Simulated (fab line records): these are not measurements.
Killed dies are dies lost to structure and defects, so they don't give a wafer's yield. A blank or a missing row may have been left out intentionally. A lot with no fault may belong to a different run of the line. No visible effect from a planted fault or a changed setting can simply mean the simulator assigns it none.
Comparing a struck lot with a sound one -- flow berkeley-cmos170 -- 14 steps out of a route of 331
Sound: wafers L262.1, L262.2, L262.4. Struck: wafers L270.2, L270.3, L270.4. At the end, the cause is stated.
At each step with rows: each side's tool, then ch and its chambers, then its first start. Under that, the readings that differ: sound wafers -- struck wafers -- difference of the means -- sigmas: that difference in standard deviations of wafers without a fault.
alike: readings whose means differ by less than 2 such deviations, and words and numbers that are the same on both sides. not compared: withheld readings, readings that some wafer has no value for, bounds like >300 that may hide the same value, and numbers for which the record gives no deviation and whose values overlap.
A row with sigmas, a row that says differs or no value, or rows on one side alone: a step with any of these is where the two part. Numbers that have no deviation but don't overlap get no sigmas and don't part them. A reading missing from all wafers of one side parts the sides only when that side holds two or more wafers.

first, 3 steps without rows for these wafers: UCB170_ACTIVE_EXPOSE_10 (exposes mask ACTIVE, target cd 1200 nm); UCB170_ACTIVE_PEB_11; UCB170_ACTIVE_DEVELOP_12 (develop time 45 s).
UCB170_ACTIVE_CD_MEAS_13: the cd target is 1200 nm.
  sound on cd-sem-01 at day 6 15:01; struck on cd-sem-01 at day 8 13:37
  alike: cd-nm
UCB170_ACTIVE_OVL_MEAS_14:
  sound on overlay-01 at day 6 15:08; struck on overlay-01 at day 8 13:43
  alike: ACTIVE_OVL
UCB170_ACTIVE_ETCH_15: etches Si3N4 in CH3F/Ar/O2, stops on SiO2, target depth 242 nm, time 151 s.
  sound on rie-diel-01 ch 1,2,3, day 6 15:11; struck on rie-diel-04 ch 1,2,3, day 8 13:45
  alike: drypump-motor-current-A, oes-product-au, throttle-valve-pct
  not compared: rf-hours-counter-h
UCB170_ACTIVE_STRIP_16: strips in O2.
  sound on plasma-asher-01 ch 0,1, day 6 15:17; struck on plasma-asher-01 ch 0,1, day 8 13:51
  alike: drypump-motor-current-A, oes-product-au, strip-time-to-endpoint-s
  not compared: rf-hours-counter-h
UCB170_ACTIVE_CD_MEAS_90: the cd target is 1200 nm.
  sound on cd-sem-01 at day 6 15:23; struck on cd-sem-01 at day 8 14:13
  alike: cd-nm
then, 4 steps without rows for these wafers: UCB170_ACTIVE_CLEAN_17 (cleans in SPM, time 600 s); UCB170_PFIELD_HMDS_00 (prime time 60 s); UCB170_PFIELD_COAT_01 (resist thk 900 nm); UCB170_PFIELD_SOFTBAKE_02 (time 60 s).
UCB170_PFIELD_EXPOSE_03: exposes mask PFIELD, target cd 1500 nm.
  sound on krf-scanner-02 ch 0, day 6 17:51; struck on krf-scanner-02, day 8 15:13
  no value came back on the struck wafers for exposure-dose-mJ-cm2, focus-offset-nm (nm), reticle-temp-C (C); on the sound wafers exposure-dose-mJ-cm2 reads 29.99 30.00 29.97
  alike: mask
after that, 1 step had no rows for these wafers: UCB170_PFIELD_PEB_04.

== WHERE THEY PART ==
At UCB170_PFIELD_EXPOSE_03 and nowhere else, as far as this record goes.

WHY: what the simulator had put in
Whole step skipped at UCB170_PFIELD_EXPOSE_03 on krf-scanner-02, starting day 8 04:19. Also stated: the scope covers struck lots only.
